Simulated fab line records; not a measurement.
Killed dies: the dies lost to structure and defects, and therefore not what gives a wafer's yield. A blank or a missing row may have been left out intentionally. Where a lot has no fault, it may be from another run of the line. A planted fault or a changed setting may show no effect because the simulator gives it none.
fab line records    flow rit_cmos
[record] lots = 13  wafers = 39  last_day = 7
route steps=202 shown FOX2@27 NWELL@37 GATE@96 SDANNEAL@154 M1@202
lots untouched by any fault: they come from a run of this same line in which no faults occurred
start_h: hours from the record's opening day to when the first of the lot's shown wafers began    wait_h: hours elapsed since this lot's preceding step    " the same as in the row above    L1.1+2: several wafers, shown together as one row    - no value, or no start given    * or withheld: withheld    < > ~ a bound
route shown NAME@n: NAME is a module with steps in the file, n the number in the route of the first one    usual: mean/standard deviation of fault-free wafers    same: alike in all rows    chamber/n: place in a boat    sites: per-site readings    _std_site: their standard deviation    _edge_site: the outer-site mean with the inner-site mean subtracted    radius_mm: for every site, how far away it sits from the centre of the wafer    mask NAME#n: copy n    behind: the most recent tool/chamber to have shaped the wafer    hold: why the lot went on hold/how many hours it stayed there/how the hold came to an end    device: transistor that didn't switch, given as n, p or np    end of line: the same wafers' tests at the end of the route    step lacking rows: just its recipe    killed: not the wafer's yield, but the dies lost to structure and defects at the first sort    map: per-die view of a wafer (x killed, . not killed, _ where there is no die)
set.NAME: the setting the step ran with; set.NAME@STEP: the setting that earlier step ran with    model.NAME: the simulator's own value behind a step, which no gauge read
a sample of lots followed through the steps of the route, with each step as a table and each wafer as a row
services: a tool's chamber out of use, with start hour (start_h, from the record's first day; less than 0 if before it), hours out, and reason
[[steps]]
[step RIT_FOX2_THK_MEAS_90]
[recipe] reads = SiO2_of_FOX2_OXIDATION_00
[usual] FIELD_OXIDE_LEFT_1_THK = 323/6.2
lot.wafer  tool           chamber  start_h  wait_h  FIELD_OXIDE_LEFT_1_THK[nm]
L532.2     film_metro-01  -        19.20    0.0     333
L532.3     "              -        "        "       333
L532.5     "              -        "        "       333
L533.3     film_metro-01  -        25.64    0.0     316
L533.5     "              -        "        "       320
L533.6     "              -        "        "       318
L534.1     film_metro-01  -        29.56    0.0     316
L534.4     "              -        "        "       315
L534.6     "              -        "        "       321
L535.1     film_metro-02  -        34.47    0.0     326
L535.5     "              -        "        "       325
L535.6     "              -        "        "       322
L538.1     film_metro-01  -        49.72    0.0     320
L538.2     "              -        "        "       322
L538.3     "              -        "        "       321
L541.1     film_metro-01  -        64.75    0.0     333
L541.4     "              -        "        "       331
L541.6     "              -        "        "       327
L542.1     film_metro-01  -        70.23    0.0     322
L542.3     "              -        "        "       323
L542.5     "              -        "        "       319
L543.1     film_metro-01  -        75.10    0.0     322
L543.5     "              -        "        "       318
L543.6     "              -        "        "       324
L547.3     film_metro-01  -        94.86    0.0     329
L547.4     "              -        "        "       327
L547.5     "              -        "        "       329
L551.3     film_metro-01  -        114.22   0.0     335
L551.5     "              -        "        "       329
L551.6     "              -        "        "       341
L552.1     film_metro-01  -        119.27   0.0     315
L552.2     "              -        "        "       323
L552.6     "              -        "        "       321
L553.1     film_metro-02  -        125.74   0.0     329
L553.3     "              -        "        "       332
L553.6     "              -        "        "       331
L554.1     film_metro-01  -        130.66   0.0     309
L554.4     "              -        "        "       315
L554.6     "              -        "        "       312
[step RIT_NWELL_STRIP_09]
[recipe] chemistry = O2  time_s = 180  resist = NOVOLAK  platen_temp_c = withheld  power_w = 500  pressure_mtorr = 4000  o2_flow_sccm = 4000
[usual] chamber_pressure_mTorr = 4000/3.6  drypump_motor_current_A = 5.7/0.61
lot.wafer  tool             chamber  start_h  wait_h  chamber_pressure_mTorr  drypump_motor_current_A  rf_hours_counter_h
L532.2     plasma_asher-01  1        20.69    0.1     3995                    5.2                      38
L532.3     "                1        "        "       4006                    5.2                      -
L532.5     "                0        "        "       3999                    6.4                      -
L533.3     plasma_asher-04  1        27.05    0.1     4001                    6.4                      -
L533.5     "                0        "        "       3996                    5.9                      -
L533.6     "                1        "        "       4003                    6.4                      -
L534.1     plasma_asher-02  0        31.23    0.1     3996                    5.1                      25
L534.4     "                0        "        "       3997                    5.1                      -
L534.6     "                0        "        "       3997                    5.1                      -
L535.1     plasma_asher-02  0        35.97    0.1     4000                    5.1                      25
L535.5     "                0        "        "       4002                    5.1                      -
L535.6     "                1        "        "       3992                    4.9                      -
L538.1     plasma_asher-04  0        51.22    0.1     4001                    5.9                      38
L538.2     "                1        "        "       3999                    6.4                      38
L538.3     "                0        "        "       4003                    5.9                      -
L541.1     plasma_asher-02  1        66.13    0.1     3997                    4.9                      28
L541.4     "                1        "        "       3994                    4.9                      -
L541.6     "                0        "        "       4002                    5.1                      -
L542.1     plasma_asher-02  0        71.60    0.1     3997                    5.1                      29
L542.3     "                1        "        "       4000                    4.9                      -
L542.5     "                1        "        "       4000                    4.9                      -
L543.1     plasma_asher-02  0        76.60    0.1     4002                    5.2                      29
L543.5     "                0        "        "       4000                    5.1                      -
L543.6     "                1        "        "       4007                    4.9                      -
L547.3     plasma_asher-01  0        96.40    0.1     3995                    6.4                      -
L547.4     "                1        "        "       3997                    5.2                      -
L547.5     "                1        "        "       4000                    5.2                      -
L551.3     plasma_asher-02  0        115.64   0.1     4004                    5.1                      -
L551.5     "                1        "        "       4000                    4.9                      -
L551.6     "                0        "        "       4003                    5.1                      -
L552.1     plasma_asher-01  0        120.77   0.1     3996                    6.4                      0
L552.2     "                1        "        "       4002                    5.2                      0
L552.6     "                0        "        "       3993                    6.4                      -
L553.1     plasma_asher-04  0        127.24   0.1     4003                    5.9                      46
L553.3     "                0        "        "       3995                    5.8                      -
L553.6     "                1        "        "       4004                    6.4                      -
L554.1     plasma_asher-01  1        132.16   0.1     4002                    5.2                      2
L554.4     "                0        "        "       3996                    6.5                      -
L554.6     "                1        "        "       4002                    5.2                      -
[step RIT_GATE_STRIP_20]
[recipe] chemistry = O2  time_s = 180  resist = NOVOLAK  platen_temp_c = withheld  power_w = 500  pressure_mtorr = 4000  o2_flow_sccm = 4000
[usual] chamber_pressure_mTorr = 4000/4.1  drypump_motor_current_A = 5.5/0.6
lot.wafer  tool             chamber  start_h  wait_h  chamber_pressure_mTorr  drypump_motor_current_A  rf_hours_counter_h
L532.2     plasma_asher-01  1        36.84    0.1     4001                    5.2                      40
L532.3     "                1        "        "       4002                    5.2                      -
L532.5     "                1        "        "       4002                    5.2                      -
L533.3     plasma_asher-02  1        42.85    0.1     3999                    5.0                      -
L533.5     "                0        "        "       3993                    5.1                      -
L533.6     "                1        "        "       4000                    4.9                      -
L534.1     plasma_asher-01  1        46.71    0.1     4002                    5.2                      41
L534.4     "                1        "        "       3993                    5.2                      -
L534.6     "                0        "        "       3998                    6.5                      -
L535.1     plasma_asher-01  1        52.24    0.1     3995                    5.2                      41
L535.5     "                1        "        "       3996                    5.2                      -
L535.6     "                0        "        "       4000                    6.4                      -
L538.1     plasma_asher-02  1        68.12    0.1     3998                    4.9                      29
L538.2     "                0        "        "       3994                    5.1                      29
L538.3     "                1        "        "       4003                    4.9                      -
L541.1     plasma_asher-02  0        82.62    0.1     3998                    5.1                      30
L541.4     "                0        "        "       3993                    5.2                      -
L541.6     "                0        "        "       3994                    5.1                      -
L542.1     plasma_asher-02  1        87.33    0.1     3995                    4.9                      30
L542.3     "                0        "        "       3994                    5.1                      -
L542.5     "                1        "        "       4002                    4.9                      -
L543.1     plasma_asher-01  0        92.06    0.1     4004                    6.4                      46
L543.5     "                0        "        "       4006                    6.4                      -
L543.6     "                1        "        "       4000                    5.2                      -
L547.3     plasma_asher-02  1        111.71   0.1     3999                    4.9                      -
L547.4     "                0        "        "       4012                    5.1                      -
L547.5     "                1        "        "       3996                    4.9                      -
L551.3     plasma_asher-02  0        131.61   0.1     4002                    5.1                      -
L551.5     "                0        "        "       3999                    5.1                      -
L551.6     "                1        "        "       3998                    4.9                      -
L552.1     plasma_asher-01  0        136.90   0.1     3997                    6.4                      2
L552.2     "                1        "        "       4002                    5.2                      2
L552.6     "                1        "        "       4002                    5.2                      -
L553.1     plasma_asher-01  0        142.81   0.1     4005                    6.5                      3
L553.3     "                1        "        "       4000                    5.2                      -
L553.6     "                0        "        "       3997                    6.5                      -
L554.1     plasma_asher-02  0        147.30   0.1     4002                    5.1                      37
L554.4     "                1        "        "       4006                    4.9                      -
L554.6     "                1        "        "       3989                    4.9                      -
[step RIT_SDANNEAL_CLEAN_01]
[recipe] chemistry = dHF  dilution = 50:1  time_s = 30
[usual] run_length_s = 58.0/2.8
lot.wafer  tool          chamber  start_h  wait_h  run_length_s
L532.2     wet_bench-04  1        49.19    0.0     61.1
L532.3     "             1        "        "       61.1
L532.5     "             1        "        "       61.1
L533.3     wet_bench-02  2        54.98    0.0     55.3
L533.5     "             2        "        "       55.3
L533.6     "             2        "        "       55.3
L534.1     wet_bench-02  3        58.80    0.0     57.3
L534.4     "             3        "        "       57.3
L534.6     "             3        "        "       57.3
L535.1     wet_bench-04  3        64.18    0.0     54.8
L535.5     "             3        "        "       54.8
L535.6     "             3        "        "       54.8
L538.1     wet_bench-02  1        80.31    0.0     62.5
L538.2     "             1        "        "       62.5
L538.3     "             1        "        "       62.5
L541.1     wet_bench-01  2        94.97    0.0     56.6
L541.4     "             2        "        "       56.6
L541.6     "             2        "        "       56.6
L542.1     wet_bench-04  1        99.89    0.0     55.4
L542.3     "             1        "        "       55.4
L542.5     "             1        "        "       55.4
L543.1     wet_bench-04  3        103.97   0.0     60.8
L543.5     "             3        "        "       60.8
L543.6     "             3        "        "       60.8
L547.3     wet_bench-04  3        123.73   0.0     176.4
L547.4     "             3        "        "       176.4
L547.5     "             3        "        "       176.4
L551.3     wet_bench-02  2        143.63   0.0     55.0
L551.5     "             2        "        "       55.0
L551.6     "             2        "        "       55.0
L552.1     wet_bench-02  2        149.06   0.0     55.7
L552.2     "             2        "        "       55.7
L552.6     "             2        "        "       55.7
L553.1     wet_bench-02  3        154.77   0.0     57.4
L553.3     "             3        "        "       57.4
L553.6     "             3        "        "       57.4
L554.1     wet_bench-01  1        161.14   0.0     63.1
L554.4     "             1        "        "       63.1
L554.6     "             1        "        "       63.1
[step RIT_M1_PROBE_99]
[usual] killed_at_contacts = 0.1/0.29  killed_at_front_end = 7/3  killed_dies = 7/3  killed_open = 3.5/2  killed_short = 3.4/2
[same] gross_dies = 264  killed_at_M0_to_M3 = 0  killed_at_M4_up = 0  killed_at_back_side = 0  killed_at_other = 0
lot.wafer  tool       chamber  start_h  wait_h  killed_at_contacts  killed_at_front_end  killed_dies  killed_open  killed_short
L532.2     prober-01  -        56.76    0.1     0                   6                    6            2            4
L532.3     prober-01  -        56.81    0.2     0                   9                    9            3            6
L532.5     prober-01  -        56.91    0.2     0                   9                    9            4            5
L533.3     prober-02  -        62.58    0.2     0                   3                    3            1            2
L533.5     prober-02  -        62.68    0.2     0                   3                    3            1            2
L533.6     prober-02  -        62.73    0.2     0                   3                    3            1            2
L534.1     prober-01  -        66.53    0.1     0                   4                    4            3            1
L534.4     prober-01  -        66.68    0.2     0                   12                   12           5            7
L534.6     prober-01  -        66.78    0.2     0                   7                    7            2            5
L535.1     prober-02  -        72.04    0.1     0                   7                    7            5            2
L535.5     prober-02  -        72.24    0.2     0                   11                   11           4            7
L535.6     prober-02  -        72.29    0.2     0                   3                    3            0            3
L538.1     prober-01  -        88.80    0.1     1                   6                    7            3            4
L538.2     prober-01  -        88.85    0.1     0                   10                   10           4            6
L538.3     prober-01  -        88.90    0.2     0                   7                    7            2            5
L541.1     prober-02  -        102.60   0.1     0                   7                    7            4            3
L541.4     prober-02  -        102.75   0.2     0                   7                    7            2            5
L541.6     prober-02  -        102.85   0.2     1                   5                    6            2            4
L542.1     prober-01  -        107.67   0.1     0                   8                    8            5            3
L542.3     prober-01  -        107.77   0.2     0                   5                    5            2            3
L542.5     prober-01  -        107.87   0.2     0                   10                   10           4            6
L543.1     prober-02  -        111.62   0.1     0                   5                    5            2            3
L543.5     prober-02  -        111.82   0.2     0                   8                    8            2            6
L543.6     prober-02  -        111.87   0.2     0                   4                    4            1            3
L547.3     prober-02  -        131.56   0.2     0                   2                    2            0            2
L547.4     prober-02  -        131.61   0.2     0                   3                    3            1            2
L547.5     prober-02  -        131.66   0.2     0                   2                    2            1            1
L551.3     prober-02  -        151.57   0.2     0                   3                    3            1            2
L551.5     prober-02  -        151.67   0.2     0                   9                    9            4            5
L551.6     prober-02  -        151.72   0.2     0                   9                    9            5            4
L552.1     prober-01  -        156.88   0.1     0                   5                    5            4            1
L552.2     prober-01  -        156.93   0.1     0                   4                    4            2            2
L552.6     prober-01  -        157.13   0.2     0                   12                   12           4            8
L553.1     prober-02  -        163.42   0.1     1                   7                    8            3            5
L553.3     prober-02  -        163.52   0.2     0                   5                    5            1            4
L553.6     prober-02  -        163.67   0.2     0                   4                    4            1            3
L554.1     prober-01  -        169.14   0.1     0                   11                   11           7            4
L554.4     prober-01  -        169.29   0.2     0                   8                    8            4            4
L554.6     prober-01  -        169.39   0.2     0                   1                    1            0            1
// killed by level:class
L532.2 SILICIDE:geometric_particle:short=2 FOX2:geometric_particle:open=1 REOX:geometric_particle:short=1 SPACER:geometric_particle:short=1 SPACER:geometric_particle:open=1
L532.3 REOX:geometric_particle:short=3 FOX2:geometric_particle:short=1 GATE:geometric_particle:open=1 GATE:geometric_particle:short=1 REOX:geometric_particle:open=1 SPACER:geometric_particle:short=1 SILICIDE:geometric_particle:open=1
L532.5 GATE:geometric_particle:open=3 GATE:geometric_particle:short=2 SPACER:geometric_particle:short=2 FOX1:geometric_particle:short=1 FOX1:geometric_particle:open=1
L533.3 GATE:geometric_particle:short=1 REOX:geometric_particle:short=1 SILICIDE:geometric_particle:open=1
L533.5 FOX1:geometric_particle:short=1 GATE:geometric_particle:open=1 REOX:geometric_particle:short=1
L533.6 REOX:geometric_particle:open=1 REOX:geometric_particle:short=1 SILICIDE:geometric_particle:short=1
L534.1 FOX1:geometric_particle:short=1 FOX1:geometric_particle:open=1 GATE:geometric_particle:open=1 SPACER:geometric_particle:open=1
L534.4 SPACER:geometric_particle:short=3 FOX1:geometric_particle:open=2 GATE:geometric_particle:short=2 FOX1:geometric_particle:short=1 GATE:geometric_particle:open=1 SPACER:geometric_particle:open=1 SILICIDE:geometric_particle:short=1 SILICIDE:geometric_particle:open=1
L534.6 GATE:geometric_particle:short=3 GATE:geometric_particle:open=1 REOX:geometric_particle:short=1 REOX:geometric_particle:open=1 SILICIDE:geometric_particle:short=1
L535.1 GATE:geometric_particle:open=4 SPACER:geometric_particle:short=1 SPACER:geometric_particle:open=1 SILICIDE:geometric_particle:short=1
L535.5 FOX2:geometric_particle:short=2 GATE:geometric_particle:open=2 GATE:geometric_particle:short=2 SPACER:geometric_particle:open=2 SPACER:geometric_particle:short=2 SILICIDE:geometric_particle:short=1
L535.6 FOX2:geometric_particle:short=2 SPACER:geometric_particle:short=1
L538.1 FOX2:geometric_particle:short=1 FOX2:geometric_particle:open=1 GATE:geometric_particle:short=1 REOX:geometric_particle:open=1 SILICIDE:geometric_particle:short=1 SILICIDE:geometric_particle:open=1 CONTACT:geometric_particle:short=1
L538.2 SILICIDE:geometric_particle:short=3 GATE:geometric_particle:short=2 GATE:geometric_particle:open=2 FOX1:geometric_particle:open=1 SPACER:geometric_particle:short=1 SILICIDE:geometric_particle:open=1
L538.3 GATE:geometric_particle:short=2 FOX2:geometric_particle:short=1 GATE:geometric_particle:open=1 REOX:geometric_particle:short=1 SPACER:geometric_particle:open=1 SILICIDE:geometric_particle:short=1
L541.1 FOX2:geometric_particle:short=2 FOX2:geometric_particle:open=1 GATE:geometric_particle:open=1 REOX:geometric_particle:open=1 SILICIDE:geometric_particle:open=1 SILICIDE:geometric_particle:short=1
L541.4 SPACER:geometric_particle:short=3 FOX2:geometric_particle:open=2 FOX2:geometric_particle:short=1 REOX:geometric_particle:short=1
L541.6 GATE:geometric_particle:short=2 REOX:geometric_particle:short=1 SPACER:geometric_particle:short=1 SILICIDE:geometric_particle:open=1 CONTACT:geometric_particle:open=1
L542.1 GATE:geometric_particle:open=2 SPACER:geometric_particle:short=2 FOX1:geometric_particle:open=1 GATE:geometric_particle:short=1 REOX:geometric_particle:open=1 SPACER:geometric_particle:open=1
L542.3 FOX1:geometric_particle:short=1 FOX1:geometric_particle:open=1 GATE:geometric_particle:short=1 SILICIDE:geometric_particle:short=1 SILICIDE:geometric_particle:open=1
L542.5 GATE:geometric_particle:short=3 GATE:geometric_particle:open=2 SILICIDE:geometric_particle:short=2 FOX1:geometric_particle:open=1 SPACER:geometric_particle:short=1 SPACER:geometric_particle:open=1
L543.1 FOX1:geometric_particle:open=1 FOX2:geometric_particle:short=1 GATE:geometric_particle:short=1 GATE:geometric_particle:open=1 SILICIDE:geometric_particle:short=1
L543.5 GATE:geometric_particle:short=3 SILICIDE:geometric_particle:short=2 FOX1:geometric_particle:short=1 GATE:geometric_particle:open=1 SPACER:geometric_particle:open=1
L543.6 GATE:geometric_particle:short=3 GATE:geometric_particle:open=1
L547.3 GATE:geometric_particle:short=1 SILICIDE:geometric_particle:short=1
L547.4 FOX1:geometric_particle:short=1 GATE:geometric_particle:short=1 SPACER:geometric_particle:open=1
L547.5 SILICIDE:geometric_particle:short=1 SILICIDE:geometric_particle:open=1
L551.3 GATE:geometric_particle:short=1 SPACER:geometric_particle:short=1 SILICIDE:geometric_particle:open=1
L551.5 FOX1:geometric_particle:short=2 GATE:geometric_particle:open=2 GATE:geometric_particle:short=2 FOX1:geometric_particle:open=1 REOX:geometric_particle:short=1 SILICIDE:geometric_particle:open=1
L551.6 GATE:geometric_particle:short=4 GATE:geometric_particle:open=2 SPACER:geometric_particle:open=2 REOX:geometric_particle:open=1
L552.1 REOX:geometric_particle:open=3 GATE:geometric_particle:short=1 SPACER:geometric_particle:open=1
L552.2 GATE:geometric_particle:short=2 GATE:geometric_particle:open=1 SPACER:geometric_particle:open=1
L552.6 REOX:geometric_particle:short=4 GATE:geometric_particle:short=2 REOX:geometric_particle:open=2 GATE:geometric_particle:open=1 SPACER:geometric_particle:short=1 SILICIDE:geometric_particle:open=1 SILICIDE:geometric_particle:short=1
L553.1 GATE:geometric_particle:short=3 FOX2:geometric_particle:open=1 GATE:geometric_particle:open=1 REOX:geometric_particle:short=1 SPACER:geometric_particle:open=1 CONTACT:geometric_particle:short=1
L553.3 FOX2:geometric_particle:short=2 GATE:geometric_particle:open=1 REOX:geometric_particle:short=1 SPACER:geometric_particle:short=1
L553.6 REOX:geometric_particle:short=2 SPACER:geometric_particle:open=1 SPACER:geometric_particle:short=1
L554.1 GATE:geometric_particle:open=3 SILICIDE:geometric_particle:open=3 GATE:geometric_particle:short=2 FOX1:geometric_particle:open=1 SPACER:geometric_particle:short=1 SILICIDE:geometric_particle:short=1
L554.4 GATE:geometric_particle:short=3 SILICIDE:geometric_particle:open=2 GATE:geometric_particle:open=1 SPACER:geometric_particle:open=1 SILICIDE:geometric_particle:short=1
L554.6 SPACER:geometric_particle:short=1
[[services]]
tool             chamber  start_h  hours  kind
plasma_asher-02  -        106.27   1.4    repair
plasma_asher-01  -        108.75   9.0    pm
plasma_asher-01  0        108.75   9.0    vent_cycle
plasma_asher-01  1        108.75   9.0    vent_cycle
plasma_asher-01  0        117.75   -      clean
plasma_asher-01  1        117.75   -      clean
[[key]]
[first_sign] step = RIT_SDANNEAL_CLEAN_01  reading = run_length_s  direction = up  sigmas = 43  usual = *  struck = *
effect none on later readings
met_at RIT_SDANNEAL_CLEAN_01
struck_lots L547
struck_wafers L547.3,L547.4,L547.5
tester_left_out L547
not_acting_at RIT_FOX2_THK_MEAS_90,RIT_NWELL_STRIP_09,RIT_GATE_STRIP_20
onset_between 103.97 123.73
[fault] kind = process_parameter_drift  tool = wet_bench-04  chamber = 3  onset_h = 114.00  steps = RIT_SDANNEAL_CLEAN_01  channel = time_s  offset = *  shape = step  end_h = 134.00  acts_in = *  stated = *
// tester_left_out: of these lots the tester's yield and bins aren't shown, on N5 and GAA mostly nor the transistor test; their killed dies are dies lost to structure and defects alone, not to doping, threshold or leakage, so they don't give the yield
